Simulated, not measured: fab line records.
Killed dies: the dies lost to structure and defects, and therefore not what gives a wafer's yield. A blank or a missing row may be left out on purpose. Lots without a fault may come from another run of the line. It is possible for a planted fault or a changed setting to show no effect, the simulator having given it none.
8D (eight disciplines) problem report, filled in by code | flow berkeley_cmos170 | the parts of the form that need people (team, actions taken, sign-off) are left out

== 1. WHAT WENT WRONG ==
V2_POLISHED_THK at UCB170_V2_THK_MEAS_04 reads a mean of 1328.6 nm on 1 wafer of 1 lot; wafers without a fault read 1000.5 nm with a standard deviation of 1. So: +99 or more standard deviations from the usual mean.
Earliest sighting: wafer L912.2 on film_metro-04 at day 14 00:08. The record holds 39 wafers of 13 lots with a number at this step. Rule for "out" (also "out of limits"): further than 4 standard deviations from the usual mean. The rest of the wafers with a number are treated as sound.

== 2. WHAT IT IS, AND WHAT IT ISN'T ==
question                    | is                | is not
which readings at this step | V2_POLISHED_THK   | -
which lots                  | L912              | L890, L892, L893, L894, L895, L896, L897, L898, L901, L902, L903, L911
which wafers of those lots  | L912.2            | L912.3, L912.5
read on which gauges        | film_metro-04     | film_metro-01, film_metro-03
when                        | from day 14 00:08 | up to then (35 sound wafers); but 3 sound wafers of L911 came after

== 3. THE SUSPECTS, EACH WITH WHAT RULES IT OUT ==
Counting: any tool at a process step up to the reading remains a suspect provided it ran every lot that is out. Sound lots after the first of them don't rule it out here, since some wafers of a struck lot are sound.
- the gauge at UCB170_V2_THK_MEAS_04 has been ruled out. All the wafers that are out were read on film_metro-04, but those of them that UCB170_V2_ETCH_14 has rows for are out there too, on other tools.
- pvd_sputter-02 at UCB170_M1_SPUTTER_00 (material Al, target thk 600 nm, time 80 s): kept. It processed L912, the lot that is out, at day 13 14:31, and its most recent sound lot before then was L902 at day 11 00:26.
- cmp-01 at UCB170_V2_CMP_02 (polishes SiO2): kept. It processed L912, the lot that is out, at day 13 23:43, and its most recent sound lot before then was L903 at day 11 21:28.
- In cmp-01 at UCB170_V2_CMP_02, the wafers that are out were processed in chamber 0 and their sound lot-mates in chambers 2, 3.
After counting, pvd_sputter-02 at UCB170_M1_SPUTTER_00 and cmp-01 at UCB170_V2_CMP_02 remain.

== 4. THE CAUSE (what the simulator had put in) ==
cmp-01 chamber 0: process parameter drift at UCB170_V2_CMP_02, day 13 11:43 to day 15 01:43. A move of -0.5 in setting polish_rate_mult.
Counting leaves 2 suspects; this tool is one of them.

== 5. THE CHAIN OF EFFECTS, in route order ==
One row per reading whose mean, taken over the struck wafers that have a number, lies over 3 standard deviations from the usual. Readings are gone through only where the record gives a usual standard deviation; hours: the median, over the lots, of the time from a lot's start at the first step in this table giving one to that lot's start at this step; sigmas: the change measured in usual standard deviations.
hours | step                  | reading              | usual      | on struck wafers | change | sigmas
0     | UCB170_V2_THK_MEAS_04 | V2_POLISHED_THK      | 1000.5 nm  | 1328.6           | +328.1 | +99 or more
1     | UCB170_V2_ETCH_14     | oes_product_au       | 0.869 a.u. | 1.027            | +0.158 | +9.3
5     | UCB170_M3_PROBE_99    | defect_limited_yield | 98.8 %     | 3.4              | -95.4  | -99 or more
5     | UCB170_M3_PROBE_99    | killed_at_M0_to_M3   | 0.7        | 254.0            | +253.3 | +99 or more
5     | UCB170_M3_PROBE_99    | killed_dies          | 3.2        | 255.0            | +251.8 | +99 or more
5     | UCB170_M3_PROBE_99    | killed_on_rim        | 1.0        | 70.0             | +69.0  | +63
5     | UCB170_M3_PROBE_99    | sort_bin_5_function  | 0.7 %      | 96.6             | +95.9  | +99 or more
5     | UCB170_M3_PROBE_99    | sort_n_pass          | 260.8      | 9.0              | -251.8 | -99 or more
5     | UCB170_M3_PROBE_99    | sort_yield_pct       | 98.8 %     | 3.4              | -95.4  | -99 or more
It contains these process steps:
- UCB170_V2_ETCH_14: etches SiO2 in CHF3/CF4/Ar, stops on Al, target depth 1250 nm, time 291 s.
- UCB170_M3_PROBE_99
Later steps that measure or inspect, where all struck wafers having a row at the step show a number for every such reading and not one has moved that far: UCB170_V2_OVL_MEAS_13.

== 6. WHAT WOULD HAVE CAUGHT IT SOONER ==
In this record the first reading out of limits at a measuring or inspecting step was taken at day 14 00:08, 12 hours after the fault began at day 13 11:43.
Of the tool readings at UCB170_V2_CMP_02 for which the record gives a usual standard deviation, none was out on any struck wafer, so an alarm limit of 4 standard deviations on them would not have fired.
All the lots that are out (1) had begun UCB170_V2_CMP_02 on cmp-01 by day 14 00:08. Tool hold at that time: it would have spared none of them.
